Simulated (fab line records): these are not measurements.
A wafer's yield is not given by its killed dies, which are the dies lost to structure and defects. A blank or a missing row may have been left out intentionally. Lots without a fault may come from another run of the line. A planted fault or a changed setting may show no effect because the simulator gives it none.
One fault seen from 2 desks / flow rit-cmos / every desk sees just its own numbers, and what lay behind them comes last

== DESK OF THE TOOL OWNER: plasma-asher-01 ==
The tool's own readings at RIT_PSD_STRIP_09 (strips in O2, time 180 s): means of the sampled wafers that have a number, for each lot that ran on this tool. A lot is out of limits, marked OUT, if its mean lies more than 4 standard deviations from the usual mean; the brackets give that distance.
Columns: A = chamber-pressure-mTorr at RIT_PSD_STRIP_09, usual 4000 mTorr; B = drypump-motor-current-A at RIT_PSD_STRIP_09, usual 5.7 A
lot=L878; first seen here=day 3 06:40; A=4001; B=6.0
This desk's finding: nothing out of limits on the one lot.

== THE METROLOGY DESK ==
Means of the sampled wafers that have a number, per lot and without regard to the tool the lot ran on: this is what the gauges read. A lot is out of limits, marked OUT, if its mean lies more than 4 standard deviations from the usual mean; the brackets give that distance.
Columns: A = NSD_TW at RIT_NSD_TW_MEAS_10, usual 3118; B = PSD_OVL at RIT_PSD_OVL_MEAS_06, usual -0.3 nm; C = PSD_TW at RIT_PSD_TW_MEAS_10, usual 3429
lot=L878; first seen here=day 3 05:26; A=3093; B=-0.8; C=3455
lot=L880; first seen here=day 3 14:01; A=3105; B=-1.3; C=3429
lot=L885; first seen here=day 4 16:08; A=3138; B=-1.0; C=3432
lot=L886; first seen here=day 4 21:18; A=3104; B=0.0; C=3423
lot=L888; first seen here=day 5 06:27; A=3123; B=-0.2; C=3438
lot=L898; first seen here=day 7 07:44; A=3120; B=-0.7; C=3422
This desk's verdict: no lot among the 6 shows anything out of limits.

== TAKEN TOGETHER ==
The desk of the tool owner found nothing out of limits.
Nothing out of limits was seen by the metrology desk.

== WHAT THE SIMULATOR PUT IN ==
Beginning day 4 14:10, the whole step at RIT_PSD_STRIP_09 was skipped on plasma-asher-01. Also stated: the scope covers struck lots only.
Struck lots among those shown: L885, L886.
